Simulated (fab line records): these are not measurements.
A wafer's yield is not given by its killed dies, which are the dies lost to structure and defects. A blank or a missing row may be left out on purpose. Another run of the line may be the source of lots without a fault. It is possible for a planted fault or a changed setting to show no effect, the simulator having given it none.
fab line records	flow ritCmos
[record] lots = 5	wafers = 15	lastDay = 6
route steps=202 shown ACTIVE@1 FOX1@20 FOX2@23 M1@202
lots untouched by any fault: they come from a run of this same line in which no faults occurred
startH: hours from the record's opening day to when the first of the lot's shown wafers began	waitH: hours from the lot's prior step to this one	" repeats the value in the row above	L1.1+2: a row that stands for several wafers	- no value, or no start given	* or withheld: withheld	< > ~ a bound
route shown NAME@n: a module of which the file shows steps, and the number in the route of the first	usual: mean/standard deviation taken from wafers without a fault	same: alike in all rows	chamber/n: place in a boat	sites: readings site by site	_std_site: the standard deviation of these	_edge_site: the outer-site mean with the inner-site mean subtracted	radiusMm: how far each site lies from the wafer's centre	mask NAME#n: copy n	behind: the tool/chamber that last shaped the wafer	hold: cause of the lot's hold/its duration in hours/its outcome	device: the transistor (n, p or np) that didn't switch	end of line: tests run on the same wafers once the route is complete	a step with no rows: only its recipe	killed: count of dies lost to structure and defects at first sort (not the wafer's yield)	map: per-die view of a wafer (x killed, . not killed, _ where there is no die)
set.NAME: the run value of the setting; set.NAME@STEP: its run value at that earlier step	model.NAME: the simulator's own value behind a step, which no gauge read
lots at selected steps of the route; one table per step, one row per wafer
services: a tool's chamber out of use, with start hour (startH, from the record's first day; less than 0 if before it), hours out, and reason
[[steps]]
[step RIT_ACTIVE_BOW_MEAS_00]
[recipe] mode = bow
[usual] INCOMING_BOW = 0/6.2
lot.wafer	tool	chamber	startH	waitH	INCOMING_BOW[um]
L587.2	filmMetro-02	-	35.02	-	0
L587.5	"	-	"	"	-4
L587.6	"	-	"	"	3
L591.1	filmMetro-02	-	55.00	-	-1
L591.2	"	-	"	"	-3
L591.4	"	-	"	"	4
L593.1	filmMetro-04	-	65.00	-	-5
L593.2	"	-	"	"	6
L593.4	"	-	"	"	-9
L595.1	filmMetro-04	-	75.00	-	1
L595.2	"	-	"	"	1
L595.3	"	-	"	"	2
L601.1	filmMetro-04	-	105.00	-	-6
L601.4	"	-	"	"	-12
L601.6	"	-	"	"	-7
[step RIT_ACTIVE_OXIDATION_01]
[recipe] tempC = 1000	ambient = O2	targetThkA = 468	oxTimeS = 3360
[step RIT_ACTIVE_THK_MEAS_02]
[recipe] reads = SiO2_of_ACTIVE_OXIDATION_01
[usual] ACTIVE_OXIDE_THK = 47.0/0.98
lot.wafer	tool	chamber	startH	waitH	ACTIVE_OXIDE_THK[nm]
L587.2	filmMetro-04	-	38.57	0.0	47.7
L587.5	"	-	"	"	47.0
L587.6	"	-	"	"	47.4
L591.1	filmMetro-04	-	60.14	0.0	49.0
L591.2	"	-	"	"	49.2
L591.4	"	-	"	"	48.8
L593.1	filmMetro-03	-	67.89	0.0	47.5
L593.2	"	-	"	"	47.8
L593.4	"	-	"	"	46.8
L595.1	filmMetro-04	-	77.31	0.0	45.3
L595.2	"	-	"	"	45.9
L595.3	"	-	"	"	45.6
L601.1	filmMetro-03	-	108.27	0.0	47.5
L601.4	"	-	"	"	47.7
L601.6	"	-	"	"	47.3
[step RIT_ACTIVE_CVD_03]
[recipe] material = Si3N4	targetThkNm = 150	tempC = 810	precursor = SiH2Cl2/NH3	timeS = 1500	pressureMtorr = 300	sih2cl2FlowSccm = 60	nh3FlowSccm = 150
[usual] spikeTcSourceC = 830.4/2
lot.wafer	tool	chamber	startH	waitH	spikeTcSourceC	model.Si3N4_of_ACTIVE_CVD_03.thkNm
L587.2	lpcvd-02	0	38.62	0.0	827.4	150.4
L587.5	"	0	"	"	829.3	150.8
L587.6	"	0	"	"	828.1	150.4
L591.1	lpcvd-01	1	60.20	0.1	832.2	151.4
L591.2	"	1	"	"	833.6	150.8
L591.4	"	1	"	"	834.6	152
L593.1	lpcvd-02	1	67.95	0.1	830.7	195.8
L593.2	"	1	"	"	833.8	195.6
L593.4	"	1	"	"	832.7	195.9
L595.1	lpcvd-01	0	77.37	0.1	831.2	151
L595.2	"	0	"	"	831.4	150.7
L595.3	"	0	"	"	831.7	150.8
L601.1	lpcvd-01	1	108.33	0.1	832.3	152.7
L601.4	"	1	"	"	833.3	152.3
L601.6	"	1	"	"	833.7	152.1
[step RIT_ACTIVE_THK_MEAS_04]
[recipe] reads = Si3N4_of_ACTIVE_CVD_03
[usual] ACTIVE_NITRIDE_THK = 151.2/1.5
lot.wafer	tool	chamber	startH	waitH	ACTIVE_NITRIDE_THK[nm]
L587.2	filmMetro-02	-	40.05	0.0	150.4
L587.5	"	-	"	"	150.8
L587.6	"	-	"	"	150.5
L591.1	filmMetro-02	-	61.62	0.0	151.4
L591.2	"	-	"	"	150.8
L591.4	"	-	"	"	152.0
L593.1	filmMetro-03	-	69.37	0.0	195.8
L593.2	"	-	"	"	195.5
L593.4	"	-	"	"	196.1
L595.1	filmMetro-04	-	78.82	0.0	151.1
L595.2	"	-	"	"	150.8
L595.3	"	-	"	"	150.8
L601.1	filmMetro-04	-	109.75	0.0	152.7
L601.4	"	-	"	"	152.4
L601.6	"	-	"	"	152.1
[step RIT_ACTIVE_HMDS_05]
[recipe] primeTimeS = 60	primeTempC = 140
[step RIT_ACTIVE_COAT_06]
[recipe] resist = NOVOLAK	spinRpm = 3250	resistThkNm = 1000
[step RIT_ACTIVE_SOFTBAKE_07]
[recipe] resist = NOVOLAK	tempC = 90	timeS = 60
[step RIT_ACTIVE_EXPOSE_08]
[recipe] maskId = M1	na = 0.6	sourceShape = conventional	sigmaOuter = 0.6	targetCdNm = 1400	doseMj = 225
[step RIT_ACTIVE_PEB_09]
[recipe] resist = NOVOLAK	tempC = withheld	timeS = withheld
[step RIT_ACTIVE_DEVELOP_10]
[recipe] resist = NOVOLAK	developTimeS = 50	devTempC = 23
[step RIT_ACTIVE_CD_MEAS_11]
[recipe] targetCdNm = 1400
[usual] cdNm = 1399.4/2.1
lot.wafer	tool	chamber	startH	waitH	cdNm
L587.2	cdSem-02	-	41.17	-	1399.2
L587.5	"	-	"	"	1397.8
L587.6	"	-	"	"	1399.5
L591.1	cdSem-02	-	62.59	-	1401.2
L591.2	"	-	"	"	1399.4
L591.4	"	-	"	"	1398.2
L593.1	cdSem-02	-	70.40	-	1399.4
L593.2	"	-	"	"	1397.4
L593.4	"	-	"	"	1396.1
L595.1	cdSem-02	-	79.92	-	1398.3
L595.2	"	-	"	"	1398.0
L595.3	"	-	"	"	1398.6
L601.1	cdSem-02	-	110.79	-	1397.1
L601.4	"	-	"	"	1395.5
L601.6	"	-	"	"	1397.2
[step RIT_ACTIVE_HARDBAKE_12]
[recipe] resist = NOVOLAK	tempC = 140	timeS = 60
[step RIT_ACTIVE_ETCH_13]
[recipe] stopOn = SiO2	chemistry = SF6	target = Si3N4	timeS = 210	overEtchFrac = 0.4	SF6_flow_sccm = 200	pressureMtorr = 260	rfW = 125	targetDepthA = 2100
[usual] drypumpMotorCurrentA = 5.8/0.51	oesProductAu = 0.827/0.0094	rfFwdPowerW = 124.6/0.4	throttleValvePct = 7.54/0.091
lot.wafer	tool	chamber	startH	waitH	drypumpMotorCurrentA	oesProductAu	rfFwdPowerW	rfHoursCounterH	throttleValvePct	model.ACTIVE.featureDepthNm	model.etch.depthNm
L587.2	rieDiel-03	2	41.42	0.1	6.6	0.806	123.7	133	7.62	151.2	150.4
L587.5	"	2	"	"	6.5	0.809	124.2	-	7.61	151.6	150.8
L587.6	"	1	"	"	5.7	0.828	124.5	-	7.53	150.8	150.4
L591.1	rieDiel-01	2	62.86	0.1	6.4	0.821	124.5	43	7.42	154.2	151.4
L591.2	"	0	"	"	5.6	0.821	124.7	163	7.48	150.8	150.8
L591.4	"	1	"	"	5.6	0.846	124.9	2	7.70	152	152
L593.1	rieDiel-03	3	70.67	0.1	5.4	0.955	124.6	154	7.55	196.3	195.8
L593.2	"	2	"	"	6.6	0.951	124.8	133	7.62	196.4	195.6
L593.4	"	0	"	"	4.8	0.961	125.1	13	7.54	195.9	195.9
L595.1	rieDiel-04	2	80.19	0.1	5.5	0.820	123.6	0	7.41	151	151
L595.2	"	3	"	"	5.8	0.812	124.6	69	7.60	152.5	150.7
L595.3	"	1	"	"	5.6	0.818	125.0	40	7.46	151.5	150.8
L601.1	rieDiel-03	3	111.06	0.1	5.5	0.828	124.6	155	7.54	153.1	152.7
L601.4	"	0	"	"	4.8	0.827	123.9	14	7.54	152.3	152.3
L601.6	"	3	"	"	5.4	0.830	124.9	-	7.54	152.5	152.1
[step RIT_ACTIVE_STRIP_14]
[recipe] chemistry = O2	timeS = 180	resist = NOVOLAK	platenTempC = withheld	powerW = 500	pressureMtorr = 4000	o2FlowSccm = 4000
[usual] drypumpMotorCurrentA = 5.90/0.19
lot.wafer	tool	chamber	startH	waitH	drypumpMotorCurrentA	rfHoursCounterH
L587.2	plasmaAsher-01	1	41.55	0.1	5.75	39
L587.5	"	0	"	"	5.83	-
L587.6	"	1	"	"	5.76	-
L591.1	plasmaAsher-01	1	62.99	0.1	5.76	41
L591.2	"	0	"	"	5.82	41
L591.4	"	0	"	"	5.79	-
L593.1	plasmaAsher-02	1	70.81	0.1	5.88	43
L593.2	"	0	"	"	5.71	43
L593.4	"	1	"	"	5.87	-
L595.1	plasmaAsher-02	0	80.32	0.1	5.65	44
L595.2	"	1	"	"	5.86	44
L595.3	"	0	"	"	5.69	-
L601.1	plasmaAsher-01	0	111.19	0.1	5.82	47
L601.4	"	0	"	"	5.82	-
L601.6	"	1	"	"	5.76	-
[step RIT_ACTIVE_CD_MEAS_90]
[recipe] targetCdNm = 1400
[usual] cdNm = 1399.4/2.1
lot.wafer	tool	chamber	startH	waitH	cdNm
L587.2	cdSem-02	-	41.75	0.1	1399.7
L587.5	"	-	"	"	1398.2
L587.6	"	-	"	"	1399.2
L591.1	cdSem-02	-	63.17	0.1	1400.3
L591.2	"	-	"	"	1399.6
L591.4	"	-	"	"	1398.3
L593.1	cdSem-02	-	70.98	0.1	1399.8
L593.2	"	-	"	"	1396.8
L593.4	"	-	"	"	1396.2
L595.1	cdSem-01	-	80.50	0.1	1398.5
L595.2	"	-	"	"	1398.1
L595.3	"	-	"	"	1398.5
L601.1	cdSem-01	-	111.36	0.1	1397.5
L601.4	"	-	"	"	1395.8
L601.6	"	-	"	"	1396.7
[step RIT_ACTIVE_CLEAN_15]
[recipe] chemistry = SC1	mix = 3:3:50	timeS = 600	tempC = 75
[step RIT_ACTIVE_CLEAN_16]
[recipe] chemistry = dHF	dilution = 50:1	timeS = 30
[step RIT_ACTIVE_CLEAN_17]
[recipe] chemistry = SC2	mix = 3:3:50	timeS = 600	tempC = 75	dry = n2Spin
[step RIT_FOX1_OXIDATION_00]
[recipe] tempC = 1100	ambient = H2O	targetThkA = 3507	pH2oTorr = 720	oxTimeS = 1130
[step RIT_FOX1_THK_MEAS_01]
[recipe] reads = SiO2_of_FOX1_OXIDATION_00
[usual] FOX1_OXIDE_THK = 353/6.4
lot.wafer	tool	chamber	startH	waitH	FOX1_OXIDE_THK[nm]
L587.2	filmMetro-01	-	43.59	0.0	351
L587.5	"	-	"	"	353
L587.6	"	-	"	"	352
L591.1	filmMetro-02	-	64.97	0.0	346
L591.2	"	-	"	"	351
L591.4	"	-	"	"	350
L593.1	filmMetro-01	-	75.32	0.0	365
L593.2	"	-	"	"	365
L593.4	"	-	"	"	358
L595.1	filmMetro-03	-	83.71	0.0	352
L595.2	"	-	"	"	352
L595.3	"	-	"	"	352
L601.1	filmMetro-03	-	113.77	0.0	354
L601.4	"	-	"	"	361
L601.6	"	-	"	"	355
[step RIT_FOX1_WET_ETCH_02]
[recipe] chemistry = BOE	targetDepthNm = 350	timeS = 390	tempC = 21.5	dry = n2Spin	dilution = 10:1	target = SiO2
[step RIT_FOX2_OXIDATION_00]
[recipe] tempC = 1100	ambient = H2O	targetThkA = 3507	pH2oTorr = 720	oxTimeS = 1130
[step RIT_FOX2_THK_MEAS_01]
[recipe] reads = SiO2_of_FOX2_OXIDATION_00
[usual] FOX2_OXIDE_THK = 354/6.8
lot.wafer	tool	chamber	startH	waitH	FOX2_OXIDE_THK[nm]
L587.2	filmMetro-02	-	46.64	0.0	349
L587.5	"	-	"	"	346
L587.6	"	-	"	"	349
L591.1	filmMetro-04	-	67.35	0.0	347
L591.2	"	-	"	"	355
L591.4	"	-	"	"	345
L593.1	filmMetro-01	-	76.88	0.0	356
L593.2	"	-	"	"	356
L593.4	"	-	"	"	358
L595.1	filmMetro-02	-	85.20	0.0	354
L595.2	"	-	"	"	350
L595.3	"	-	"	"	352
L601.1	filmMetro-01	-	115.27	0.0	351
L601.4	"	-	"	"	347
L601.6	"	-	"	"	357
[step RIT_FOX2_CLEAN_02]
[recipe] chemistry = dHF	dilution = 50:1	timeS = 180
lot.wafer	tool	chamber	startH	waitH	model.Si3N4_of_ACTIVE_CVD_03.thkNm
L587.2+6	wetBench-04	1	46.69	0.0	131.3
L587.5	"	1	"	"	131.7
L591.1	wetBench-03	0	67.41	0.1	132.1
L591.2	"	0	"	"	131.5
L591.4	"	0	"	"	132.7
L593.1+4	wetBench-04	1	76.94	0.1	176.6
L593.2	"	1	"	"	176.3
L595.1	wetBench-04	2	85.26	0.1	131.8
L595.2	"	2	"	"	131.5
L595.3	"	2	"	"	131.6
L601.1	wetBench-03	3	115.33	0.1	133.5
L601.4	"	3	"	"	133.2
L601.6	"	3	"	"	133
[step RIT_FOX2_WET_ETCH_03]
[recipe] chemistry = H3PO4	target = Si3N4	targetDepthNm = 195	tempC = 165	timeS = 2700
[step RIT_M1_PROBE_99]
[usual] killedAtContacts = 0.1/0.36	killedAtFrontEnd = 7/3.1	killedDies = 7/3.1	killedOpen = 3.6/2.1	killedShort = 3.2/1.9
[same] grossDies = 264	killed_at_M0_to_M3 = 0	killed_at_M4_up = 0	killedAtBackSide = 0	killedAtOther = 0
lot.wafer	tool	chamber	startH	waitH	killedAtContacts	killedAtFrontEnd	killedDies	killedOpen	killedShort	model.etest.pldd.widthNm	model.etest.nldd.widthNm	model.etest.nplusSal.widthNm	model.etest.pplusSal.widthNm
L587.2	prober-02	-	91.79	0.1	0	5	5	4	1	3159	3169	3440	3457
L587.5	prober-02	-	91.94	0.2	1	8	9	3	6	3175	3185	3450	3449
L587.6	prober-02	-	91.99	0.2	0	6	6	5	1	3163	3170	3433	3422
L591.1	prober-02	-	110.16	0.1	0	4	4	1	3	3158	3160	3450	3419
L591.2	prober-02	-	110.21	0.1	1	4	5	2	3	3136	3140	3417	3429
L591.4	prober-02	-	110.31	0.2	0	5	5	2	3	3155	3186	3424	3430
L593.1	prober-02	-	117.88	0.1	0	5	5	3	2	3192	3176	3489	3484
L593.2	prober-02	-	117.93	0.1	0	6	6	2	4	3187	3191	3454	3455
L593.4	prober-02	-	118.03	0.2	0	4	4	4	0	3202	3210	3462	3462
L595.1	prober-02	-	127.01	0.1	0	5	5	1	4	3196	3181	3437	3453
L595.2	prober-02	-	127.06	0.1	0	4	4	4	0	3182	3187	3440	3430
L595.3	prober-02	-	127.11	0.2	1	7	8	5	3	3195	3197	3475	3466
L601.1	prober-02	-	154.75	0.1	0	10	10	5	5	3172	3180	3447	3438
L601.4	prober-02	-	154.90	0.2	0	9	9	4	5	3169	3159	3445	3419
L601.6	prober-02	-	155.00	0.2	0	7	7	0	7	3165	3164	3434	3423
// killed by level:class
L587.2 REOX:geometricParticle:open=2 GATE:geometricParticle:short=1 GATE:geometricParticle:open=1 SILICIDE:geometricParticle:open=1
L587.5 FOX2:geometricParticle:short=2 FOX1:geometricParticle:short=1 FOX1:geometricParticle:open=1 GATE:geometricParticle:short=1 GATE:geometricParticle:open=1 REOX:geometricParticle:open=1 SILICIDE:geometricParticle:short=1 CONTACT:geometricParticle:short=1
L587.6 GATE:geometricParticle:open=3 REOX:geometricParticle:open=1 SPACER:geometricParticle:short=1 SPACER:geometricParticle:open=1
L591.1 SPACER:geometricParticle:short=2 GATE:geometricParticle:short=1 GATE:geometricParticle:open=1
L591.2 FOX1:geometricParticle:short=1 FOX2:geometricParticle:open=1 FOX2:geometricParticle:short=1 GATE:geometricParticle:open=1 CONTACT:geometricParticle:short=1
L591.4 FOX1:geometricParticle:open=1 FOX2:geometricParticle:open=1 FOX2:geometricParticle:short=1 REOX:geometricParticle:short=1 SILICIDE:geometricParticle:short=1
L593.1 GATE:geometricParticle:open=2 FOX1:geometricParticle:open=1 GATE:geometricParticle:short=1 SPACER:geometricParticle:short=1
L593.2 SILICIDE:geometricParticle:short=2 FOX1:geometricParticle:short=1 REOX:geometricParticle:short=1 REOX:geometricParticle:open=1 SPACER:geometricParticle:open=1
L593.4 GATE:geometricParticle:open=1 REOX:geometricParticle:open=1 SPACER:geometricParticle:open=1 SILICIDE:geometricParticle:open=1
L595.1 FOX1:geometricParticle:open=1 FOX1:geometricParticle:short=1 FOX2:geometricParticle:short=1 REOX:geometricParticle:short=1 SILICIDE:geometricParticle:short=1
L595.2 SPACER:geometricParticle:open=2 REOX:geometricParticle:open=1 SILICIDE:geometricParticle:open=1
L595.3 GATE:geometricParticle:open=3 GATE:geometricParticle:short=2 FOX2:geometricParticle:open=1 SPACER:geometricParticle:open=1 CONTACT:geometricParticle:short=1
L601.1 GATE:geometricParticle:short=3 GATE:geometricParticle:open=3 SILICIDE:geometricParticle:open=2 FOX2:geometricParticle:short=1 SPACER:geometricParticle:short=1
L601.4 REOX:geometricParticle:open=2 SILICIDE:geometricParticle:short=2 FOX1:geometricParticle:short=1 FOX2:geometricParticle:open=1 GATE:geometricParticle:short=1 GATE:geometricParticle:open=1 REOX:geometricParticle:short=1
L601.6 GATE:geometricParticle:short=3 REOX:geometricParticle:short=3 SILICIDE:geometricParticle:short=1
[[services]]
tool	chamber	startH	hours	kind
rieDiel-03	-	15.54	0.6	repair
rieDiel-04	2	40.29	-	clean
rieDiel-04	2	40.29	16.3	scheduledDown
rieDiel-04	2	40.29	16.3	ventCycle
rieDiel-03	0	40.71	4.9	repair
rieDiel-03	2	44.34	2.8	repair
rieDiel-03	-	56.54	2.8	pm
rieDiel-01	0	81.73	-	clean
rieDiel-01	0	81.73	23.5	scheduledDown
rieDiel-01	0	81.73	23.5	ventCycle
rieDiel-03	3	82.60	8.4	repair
rieDiel-04	1	92.24	16.2	repair
plasmaAsher-02	-	108.75	9.0	pm
plasmaAsher-02	0	108.75	9.0	ventCycle
plasmaAsher-02	1	108.75	9.0	ventCycle
[[key]]
[firstSign] step = RIT_ACTIVE_THK_MEAS_04	reading = ACTIVE_NITRIDE_THK	direction = up	sigmas = 29	usual = 151.2	struck = 195.8
[effect] step = RIT_ACTIVE_ETCH_13	reading = oesProductAu	direction = up	sigmas = 14	usual = 0.827	struck = 0.956
[modelEffect] step = RIT_ACTIVE_CVD_03	value = Si3N4_of_ACTIVE_CVD_03.thkNm	without = 151	struck = 195.8
[modelEffect] step = RIT_ACTIVE_ETCH_13	value = ACTIVE.featureDepthNm	without = 151.4	struck = 196.2
[modelEffect] step = RIT_FOX2_CLEAN_02	value = Si3N4_of_ACTIVE_CVD_03.thkNm	without = 131.8	struck = 176.5
[modelEffect] step = RIT_M1_PROBE_99	value = etest.pldd.widthNm	without = 3146	struck = 3193
metAt RIT_ACTIVE_CVD_03
struckWafers L593.1,L593.2,L593.4
testerLeftOut L593
[fault] kind = processParameterDrift	tool = lpcvd-02	chamber = 1	onsetH = 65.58	steps = RIT_ACTIVE_CVD_03	channel = targetThkNm	offset = 44.746	shape = step	endH = 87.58	actsIn = theseRecipesOnly	stated = 150
// testerLeftOut: of these lots the tester's yield and bins aren't shown, on N5 and GAA mostly nor the transistor test; their killed dies are dies lost to structure and defects alone, not to doping, threshold or leakage, so they don't give the yield
